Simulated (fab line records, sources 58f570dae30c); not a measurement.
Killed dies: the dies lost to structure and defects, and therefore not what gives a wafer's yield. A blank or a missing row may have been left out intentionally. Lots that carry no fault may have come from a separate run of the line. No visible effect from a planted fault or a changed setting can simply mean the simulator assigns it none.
Which tool did it? / flow berkeley-cmos170 / 7 lots, 17 wafers sampled, at 1 step of a route of 331

WHAT THE GAUGES SHOWED, per wafer
UCB170_V1_OVL_MEAS_13.
lot=L339; measured=day 7 15:55; on=overlay-01; V1_OVL (nm)=-8 -4 -5
lot=L337; measured=day 7 17:22; on=overlay-02; V1_OVL (nm)=-1 -5 1
lot=L341; measured=day 8 07:55; on=overlay-01; V1_OVL (nm)=6 3 -1
lot=L345; measured=day 9 13:41; on=overlay-02; V1_OVL (nm)=2
lot=L349; measured=day 10 03:08; on=overlay-01; V1_OVL (nm)=2
lot=L350; measured=day 10 19:14; on=overlay-01; V1_OVL (nm)=-2 -1 1
lot=L355; measured=day 11 20:32; on=overlay-01; V1_OVL (nm)=4 2 1

WHAT TOOL EACH LOT RAN ON (gives the tool, then ch and the chambers of the sampled wafers, and finally the start)
There is no process step in the record ahead of these readings.

THE ANSWER, worked out from the rows above alone
Rule: the lots themselves supply what counts as usual. The widest of any qualifying gaps counts: lots, ordered by their means at a reading, are off when they make up no more than a third of the lots, leave a main group of 4 or more, and stand apart from it by 3 or more times the standard deviation of that group's means. If all means in a main group match to the digits the tables above print for the reading, that group is not used. Also off: a lot with no number at a reading for which 4 or more lots have one. The other lots that the step has rows for count as sound.
No lot is off at any reading shown: from this, nothing can be told.

WHAT THE SIMULATOR HAD INSERTED
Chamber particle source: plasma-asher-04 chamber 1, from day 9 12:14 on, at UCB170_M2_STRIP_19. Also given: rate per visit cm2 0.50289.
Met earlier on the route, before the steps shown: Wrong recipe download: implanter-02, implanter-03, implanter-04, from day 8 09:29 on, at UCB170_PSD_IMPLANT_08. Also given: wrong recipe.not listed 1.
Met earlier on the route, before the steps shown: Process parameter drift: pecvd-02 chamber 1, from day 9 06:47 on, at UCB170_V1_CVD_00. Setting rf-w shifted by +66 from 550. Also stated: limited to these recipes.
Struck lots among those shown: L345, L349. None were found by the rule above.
